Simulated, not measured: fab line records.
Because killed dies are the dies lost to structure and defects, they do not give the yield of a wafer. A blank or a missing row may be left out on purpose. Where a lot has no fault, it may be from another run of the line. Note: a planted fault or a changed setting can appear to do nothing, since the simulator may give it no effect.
A lot that was struck, set against a sound lot || flow rit cmos || 21 out of 202 route steps
Sound: the wafers L147.2, L147.5, L147.6. Wafers struck: L154.1, L154.3, L154.6. Last of all comes the cause.
Order at every step that has rows: each side's tool, ch and its chambers, its first start. Under that, the readings that differ: sound wafers || struck wafers || difference of the means || sigmas: that difference in standard deviations of wafers without a fault.
alike: readings with means less than 2 such deviations apart, plus words and numbers identical on both sides. not compared: withheld readings, readings lacking a value on some wafer, bounds such as >300 that could conceal the same value, and numbers that have no deviation in the record and whose values overlap.
A row with sigmas, a row that says differs or no value, or rows on one side alone: a step with any of these is where the two part. Numbers that don't overlap but have no deviation are shown without sigmas and don't part them. A reading that every wafer of one side lacks parts them only if that side has two wafers or more.

first, 1 step without rows for these wafers: RIT_SILICIDE_WET_ETCH_00 (etches SiO2 in BOE, target depth 14 nm, time 15 s).
RIT_SILICIDE_SPUTTER_01: material Ti, target thk 30 nm, time 240 s.
  sound: pvd sputter-02 at day 4 06:31; struck: pvd sputter-01 at day 5 13:13
  alike: substrate temp c, throttle valve pct
RIT_SILICIDE_RS_MEAS_02: measurement is done with a four-point probe.
  sound: film metro-04 at day 4 06:41; struck: film metro-04 at day 5 13:22
  alike: SILICIDE_TI_RS
RIT_SILICIDE_THK_MEAS_03: measures by xrf.
  sound: film metro-04 at day 4 06:47; struck: film metro-04 at day 5 13:29
  alike: SILICIDE_TI_THK
RIT_SILICIDE_RTA_04: time 10 s, ramp up 5 s, ramp down 5 s.
  sound on rtp anneal-02 ch 0, day 4 06:51; struck on rtp anneal-01 ch 0, day 5 13:33
  alike: wafer_temp_C_max
then, 1 step without rows for these wafers: RIT_SILICIDE_WET_ETCH_05 (etches Ti in SPM, time 120 s).
RIT_SILICIDE_RTA_06: time 10 s, ramp up 5 s, ramp down 10 s.
  sound on rtp anneal-01 ch 0, day 4 06:58; struck on rtp anneal-02 ch 0, day 5 13:40
  alike: wafer_temp_C_max
RIT_CONTACT_CVD_00: deposits SiO2 from TEOS, target thk 400 nm, time 61 s.
  sound on pecvd-02 ch 0,1,2, day 4 07:01; struck on pecvd-04 ch 0,1, day 5 13:44
  alike: heater power w
  not compared: since wet clean h
RIT_CONTACT_THK_MEAS_01:
  sound: film metro-03 at day 4 07:05; struck: film metro-01 at day 5 13:47
  alike: CONTACT_TEOS_THK
then, 3 steps without rows for these wafers: RIT_CONTACT_HMDS_02 (prime time 60 s); RIT_CONTACT_COAT_03 (resist thk 983.7 nm); RIT_CONTACT_SOFTBAKE_04 (time 60 s).
RIT_CONTACT_EXPOSE_05: exposes mask M11, target cd 1000 nm.
  sound on iline stepper-01 ch 0, day 4 07:43; struck on iline stepper-01 ch 0, day 5 14:17
{"reading": "mask", "sound": "M11#0 M11#0 M11#0", "struck": "M11_R1#0 M11_R1#0 M11_R1#0", "difference": "differs", "sigmas": ""}
then, 2 steps without rows for these wafers: RIT_CONTACT_PEB_06; RIT_CONTACT_DEVELOP_07 (develop time 120 s).
RIT_CONTACT_CD_MEAS_08: the cd target is 1000 nm.
  sound: cd sem-02 at day 4 08:14; struck: cd sem-01 at day 5 14:48
{"reading": "cd nm (nm)", "sound": "999.6 999.0 998.3", "struck": "1154.6 1154.1 1152.9", "difference": "+154.9", "sigmas": "+86"}
RIT_CONTACT_OVL_MEAS_09:
  sound: overlay-02 at day 4 08:21; struck: overlay-02 at day 5 14:55
  alike: CONTACT_OVL
then, 1 step without rows for these wafers: RIT_CONTACT_HARDBAKE_10 (time 60 s).
RIT_CONTACT_ETCH_11: etches SiO2 in CHF3/CF4/Ar, stops on TiSi2, target depth 480 nm, time 320 s.
  sound on rie diel-02 ch 0,2,3, day 4 08:32; struck on rie diel-01 ch 0,1,3, day 5 15:07
{"reading": "model.CONTACT.cd nm (nm)", "sound": "999.6 999.5 998.5", "struck": "1155 1154 1153", "difference": "+155", "sigmas": ""}
  alike: drypump motor current A, mfc ar sccm, oes product au, throttle valve pct
  not compared: rf hours counter h
RIT_CONTACT_STRIP_12: strips in O2, time 180 s.
  sound on plasma asher-02 ch 0,1, day 4 08:43; struck on plasma asher-03 ch 0,1, day 5 15:19
  alike: drypump motor current A
  not compared: rf hours counter h
RIT_M1_PROBE_99:
  sound: prober-02 at day 4 13:26; struck: prober-01 at day 5 20:02
{"reading": "model.etest.contact to gate.bv left v (V)", "sound": "93.35 88.47 90.61", "struck": "54.62 50.9 51.73", "difference": -38.39, "sigmas": ""}
{"reading": "model.etest.contact to gate.bv right v (V)", "sound": "88.29 94.29 90.15", "struck": "52.12 50.86 54.53", "difference": -38.41, "sigmas": ""}
{"reading": "model.etest.contact npoly.rc ohm", "sound": "1.378 1.388 1.381", "struck": "1.344 1.302 1.371", "difference": -0.043, "sigmas": ""}
{"reading": "model.etest.contact ppoly.rc ohm", "sound": "1.437 1.361 1.404", "struck": "1.315 1.32 1.328", "difference": -0.080, "sigmas": ""}
{"reading": "model.etest.contact nplus.rc ohm", "sound": "1.361 1.337 1.362", "struck": "1.33 1.313 1.29", "difference": -0.04, "sigmas": ""}
{"reading": "model.etest.contact pplus.rc ohm", "sound": "1.374 1.389 1.45", "struck": "1.319 1.297 1.315", "difference": -0.094, "sigmas": ""}

## WHERE THEY PART
Earliest at RIT_CONTACT_EXPOSE_05; latest, in this record, at RIT_CONTACT_CD_MEAS_08. Later steps at which nothing parts them and some readings are alike: RIT_CONTACT_OVL_MEAS_09, RIT_CONTACT_ETCH_11, RIT_CONTACT_STRIP_12.

WHY: the cause the simulator had injected
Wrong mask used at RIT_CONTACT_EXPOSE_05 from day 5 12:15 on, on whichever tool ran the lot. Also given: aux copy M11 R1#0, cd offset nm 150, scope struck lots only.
